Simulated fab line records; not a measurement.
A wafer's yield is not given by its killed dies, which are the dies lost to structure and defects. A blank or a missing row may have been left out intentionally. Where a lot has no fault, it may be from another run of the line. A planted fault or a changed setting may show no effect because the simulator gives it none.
Matching of chambers | flow berkeley-cmos170 | UCB170_GATE_ETCH_15 on rie-si-02: 4 sister chambers
The step etches poly-Si in HBr/Cl2, stops on SiO2, time 56.3 s, target depth 278.2 nm. 7 wafers are shown with their chamber, then 7 later ones without.

## WAFERS, EACH WITH ITS CHAMBER
wafer  | chamber | throttle-valve-pct (%) | drypump-motor-current-A (A)
L587.2 | 0       | 26.24                  | 6.3
L587.3 | 3       | 26.72                  | 5.4
L593.4 | 3       | 26.71                  | 5.5
L594.2 | 1       | 26.53                  | 5.3
L594.6 | 2       | 26.65                  | 5.5
L599.2 | 1       | 26.54                  | 5.3
L599.4 | 2       | 26.66                  | 5.5

## WAFERS WITHOUT THEIR CHAMBER
wafer  | throttle-valve-pct (%) | drypump-motor-current-A (A)
L599.6 | 26.30                  | 6.3
L606.3 | 26.32                  | 6.3
L606.4 | 26.65                  | 5.5
L606.5 | 26.32                  | 6.3
L609.1 | 26.66                  | 5.5
L609.2 | 26.53                  | 5.3
L609.6 | 26.52                  | 5.3

## WHICH CHAMBER EACH ONE RAN IN
wafer  | from the rows above | in truth
L599.6 | 0                   | 0
L606.3 | 0                   | 0
L606.4 | 2                   | 2
L606.5 | 0                   | 0
L609.1 | 2                   | 2
L609.2 | 1                   | 1
L609.6 | 1                   | 1
Placed correctly: 7 of 7. Left unplaced by these rows: 0. Wrongly placed: 0.
How it was worked out, from the rows above alone: a wafer's distance from a chamber is the root of the sum, over the readings, of the square of ((its reading less the chamber's mean) divided by the reading's scatter). If the next closest chamber is less than 2 further off than the closest, the wafer can't be placed; otherwise it belongs to the closest. A chamber's mean is the mean of its shown wafers. The scatter: the root of (the sum of the squares of (reading less its chamber's mean) over the shown wafers, divided by (wafers less chambers)).
